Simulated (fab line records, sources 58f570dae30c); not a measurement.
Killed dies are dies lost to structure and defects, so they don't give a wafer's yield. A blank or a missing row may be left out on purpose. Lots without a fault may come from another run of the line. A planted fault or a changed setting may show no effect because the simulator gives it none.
Which tool did it? | flow berkeley_cmos170 | 15 lots, 45 wafers sampled, at 4 steps of a route of 331

WHAT THE GAUGES READ, wafer by wafer
UCB170_GATE_CD_MEAS_12: target cd 350 nm. Usual: cd_nm 350.3 nm, standard deviation 1.4.
lot  | measured     | on        | cd_nm (nm)        | flag
L237 | day 5 19:56  | cd_sem-02 | 352.5 352.7 352.4 |
L238 | day 5 20:02  | cd_sem-01 | 348.9 348.6 348.0 |
L239 | day 6 06:19  | cd_sem-01 | 350.8 350.3 351.0 |
L240 | day 6 13:00  | cd_sem-02 | 352.1 352.7 351.6 |
L242 | day 6 18:25  | cd_sem-01 | 349.8 348.7 349.3 |
L244 | day 7 17:59  | cd_sem-01 | 349.7 349.1 348.3 |
L246 | day 7 22:04  | cd_sem-01 | 351.3 350.1 349.4 |
L245 | day 7 22:38  | cd_sem-02 | 350.9 349.6 350.2 |
L248 | day 8 12:32  | cd_sem-01 | 351.7 350.4 352.2 |
L249 | day 8 12:46  | cd_sem-02 | 351.2 351.5 350.9 |
L252 | day 9 05:53  | cd_sem-01 | 350.9 351.7 349.9 |
L257 | day 9 22:36  | cd_sem-01 | 353.5 351.9 352.7 |
L259 | day 10 14:14 | cd_sem-01 | 349.1 349.3 349.8 |
L258 | day 10 14:21 | cd_sem-02 | 352.3 352.3 352.7 |
L260 | day 10 19:26 | cd_sem-01 | 349.7 349.1 349.2 |

UCB170_V2_BOW_MEAS_03. Usual: V2_BOW 37 um, standard deviation 7.5.
lot  | measured     | on            | V2_BOW (um) | flag
L237 | day 7 11:31  | film_metro-01 | 29 38 38    |
L238 | day 7 11:14  | film_metro-01 | 46 33 40    |
L239 | day 7 13:25  | film_metro-01 | 23 28 41    |
L240 | day 8 10:10  | film_metro-03 | 43 30 31    |
L242 | day 8 09:29  | film_metro-01 | 41 36 33    |
L244 | day 9 10:10  | film_metro-02 | 36 43 27    |
L246 | day 9 09:39  | film_metro-01 | 50 32 20    |
L245 | day 9 13:15  | film_metro-03 | 31 29 33    |
L248 | day 10 02:49 | film_metro-01 | 37 38 42    |
L249 | day 10 02:40 | film_metro-03 | 37 27 32    |
L252 | day 10 18:26 | film_metro-03 | 36 33 43    |
L257 | day 11 14:16 | film_metro-02 | 49 42 32    |
L259 | day 11 23:07 | film_metro-03 | 46 40 30    |
L258 | day 11 22:57 | film_metro-02 | 45 44 53    |
L260 | day 12 02:43 | film_metro-01 | 25 35 45    |

UCB170_M3_OVL_MEAS_16. Usual: M3_OVL 1 nm, standard deviation 4.8.
lot  | measured     | on         | M3_OVL (nm) | flag
L237 | day 7 17:28  | overlay-01 | 5 -1 4      |
L238 | day 7 17:06  | overlay-01 | -1 1 2      |
L239 | day 7 21:34  | overlay-02 | 9 -1 -1     |
L240 | day 8 14:52  | overlay-01 | -3 -3 6     |
L242 | day 8 14:42  | overlay-01 | 5 4 -5      |
L244 | day 9 15:48  | overlay-01 | -2 -8 -2    |
L246 | day 9 15:36  | overlay-01 | -1 5 3      |
L245 | day 9 17:44  | overlay-02 | - - -       | OFF
L248 | day 10 07:53 | overlay-02 | - - -       | OFF
L249 | day 10 07:37 | overlay-01 | - - -       | OFF
L252 | day 10 23:58 | overlay-02 | 6 3 -1      |
L257 | day 11 19:05 | overlay-02 | 0 8 8       |
L259 | day 12 03:28 | overlay-01 | 1 -1 0      |
L258 | day 12 02:45 | overlay-01 | -13 -10 -2  |
L260 | day 12 07:08 | overlay-01 | 6 7 3       |

WHICH TOOL RAN EACH LOT (tool, then ch and the chambers of the sampled wafers, then the start)
lot  | UCB170_M3_PEB_13
L237 | litho_track-02 ch 0, day 7 17:07
L238 | litho_track-03 ch 0, day 7 16:43
L239 | litho_track-02 ch 0, day 7 21:11
L240 | litho_track-02 ch 0, day 8 14:27
L242 | litho_track-01 ch 0, day 8 14:19
L244 | litho_track-03 ch 0, day 9 15:26
L246 | litho_track-01 ch 0, day 9 15:13
L245 | litho_track-03, day 9 17:20
L248 | litho_track-02, day 10 07:31
L249 | litho_track-02, day 10 07:13
L252 | litho_track-02 ch 0, day 10 23:00
L257 | litho_track-01 ch 0, day 11 18:41
L259 | litho_track-02 ch 0, day 12 03:06
L258 | litho_track-03 ch 0, day 12 02:22
L260 | litho_track-03 ch 0, day 12 06:46
- UCB170_M3_PEB_13

WHAT THE TOOLS THEMSELVES READ (means of the sampled wafers that have a number; where no wafer has one, the mark that the record gives instead)
UCB170_M3_PEB_13. Usual: chill_plate_temp_C 22.99 C, standard deviation 0.11; exhaust_pa 45.1 Pa, standard deviation 1.
lot  | tool           | chill_plate_temp_C (C) | exhaust_pa (Pa) | flag
L237 | litho_track-02 | 22.98                  | 45.1            |
L238 | litho_track-03 | 23.18                  | 46.0            |
L239 | litho_track-02 | 23.02                  | 44.7            |
L240 | litho_track-02 | 23.08                  | 47.5            |
L242 | litho_track-01 | 22.87                  | 44.5            |
L244 | litho_track-03 | 22.95                  | 44.6            |
L246 | litho_track-01 | 22.98                  | 45.5            |
L245 | litho_track-03 | -                      | -               | OFF
L248 | litho_track-02 | -                      | -               | OFF
L249 | litho_track-02 | -                      | -               | OFF
L252 | litho_track-02 | 22.93                  | 45.0            |
L257 | litho_track-01 | 22.79                  | 44.7            |
L259 | litho_track-02 | 22.95                  | 44.2            |
L258 | litho_track-03 | 23.03                  | 44.3            |
L260 | litho_track-03 | 22.90                  | 45.0            |

THE ANSWER, worked out from the rows above alone
Rule: a lot is off if the mean of its wafers that have a number lies more than 3 standard deviations from the usual mean. A lot without any number at a reading at which 4 lots or more have one is off too. The other lots that the step has rows for count as sound. The gauges are gone through in route order, then the tools' own readings, and for those a lot's mean is taken as printed above. The first step at which some lot is off is used, and at that step the reading that is off furthest; a lot without a number counts as furthest.
Off: L245, L248, L249, at UCB170_M3_OVL_MEAS_16 (M3_OVL). Without a number there: L245, L248, L249.
A tool fits if, at a process step before that reading, it ran every lot that is off, and no sound lot after the first of them. The gauges at UCB170_M3_OVL_MEAS_16 aren't tried: what is off there is off at UCB170_M3_PEB_13 too, on other tools, and a gauge's error can't cause that. None of those tried fits.

WHAT THE SIMULATOR HAD PUT IN
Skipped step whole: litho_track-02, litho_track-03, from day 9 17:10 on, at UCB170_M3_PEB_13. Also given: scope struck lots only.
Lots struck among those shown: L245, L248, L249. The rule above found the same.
